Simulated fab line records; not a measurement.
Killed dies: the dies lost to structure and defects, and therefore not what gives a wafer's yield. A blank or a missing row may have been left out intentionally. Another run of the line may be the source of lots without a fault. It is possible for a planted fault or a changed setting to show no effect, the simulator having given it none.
The tool behind it: which one?    flow berkeley_cmos170    Sampling: 7 lots, 21 wafers, 4 of 331 route steps

WHAT THE GAUGES READ, wafer by wafer
UCB170_CONTACT_THK_MEAS_02.
lot   measured      on             CONTACT_PSG_THK (nm)
L626  day 8 03:37   film_metro-02  691 692 695
L632  day 9 07:37   film_metro-02  696 689 688
L631  day 9 07:37   film_metro-04  694 697 694
L633  day 9 18:09   film_metro-04  701 699 700
L636  day 10 03:01  film_metro-01  704 703 705
L638  day 10 18:19  film_metro-04  700 702 700
L643  day 11 01:02  film_metro-01  1147 1146 1149

WHICH TOOL RAN EACH LOT (tool, then ch and the chambers of the sampled wafers, then the start)
lot   UCB170_PSD_STRIP_09                   UCB170_BACKSIDE_STRIP_03              UCB170_CONTACT_CVD_01
L626  plasma_asher-04 ch 0,1, day 7 20:27   plasma_asher-02 ch 0,1, day 7 23:08   lpcvd-02 ch 1, day 8 01:49
L632  plasma_asher-02 ch 0,1, day 8 23:57   plasma_asher-01 ch 0,1, day 9 02:49   lpcvd-02 ch 0, day 9 05:50
L631  plasma_asher-01 ch 0,1, day 9 00:27   plasma_asher-03 ch 0,1, day 9 03:43   lpcvd-02 ch 1, day 9 05:50
L633  plasma_asher-01 ch 0,1, day 9 10:30   plasma_asher-03 ch 0,1, day 9 14:56   lpcvd-01 ch 1, day 9 16:21
L636  plasma_asher-02 ch 0,1, day 9 20:20   plasma_asher-01 ch 0,1, day 9 23:43   lpcvd-01 ch 0, day 10 01:14
L638  plasma_asher-01 ch 0,1, day 10 12:28  plasma_asher-02 ch 0,1, day 10 15:06  lpcvd-01 ch 1, day 10 16:29
L643  plasma_asher-04 ch 0,1, day 10 17:55  plasma_asher-03 ch 0, day 10 20:56    lpcvd-02 ch 1, day 10 23:15
- UCB170_PSD_STRIP_09: strips in O2.
- UCB170_BACKSIDE_STRIP_03: strips in O2.
- UCB170_CONTACT_CVD_01: deposits PSG from SiH4/O2/PH3, target thk 700 nm, time 2820 s.

THE ANSWER, worked out from the rows above alone
Rule: the lots themselves supply what counts as usual. Put in order of their means at a reading, lots are off if they are a third of the lots or fewer, leave a main group of 4 or more, and stand apart from it by a gap of 3 or more times the standard deviation of the main group's means; of several such gaps the widest counts. If all means in a main group match to the digits the tables above print for the reading, that group is not used. A lot without any number at a reading at which 4 lots or more have one is off too. Where the step has rows for the other lots, those lots are counted as sound.
Off: L643, seen at UCB170_CONTACT_THK_MEAS_02 (CONTACT_PSG_THK). For the main group the mean is 697 nm and the standard deviation 4.7.
If a tool, at a process step before that reading, ran all the lots that are off and no sound lot after the first of them, it fits. The gauges at UCB170_CONTACT_THK_MEAS_02 are tried like those tools. Can't be told from this: 4 tools fit, plasma_asher-04 at UCB170_PSD_STRIP_09, plasma_asher-03 at UCB170_BACKSIDE_STRIP_03, lpcvd-02 at UCB170_CONTACT_CVD_01, film_metro-01 at UCB170_CONTACT_THK_MEAS_02.

WHAT THE SIMULATOR PUT IN
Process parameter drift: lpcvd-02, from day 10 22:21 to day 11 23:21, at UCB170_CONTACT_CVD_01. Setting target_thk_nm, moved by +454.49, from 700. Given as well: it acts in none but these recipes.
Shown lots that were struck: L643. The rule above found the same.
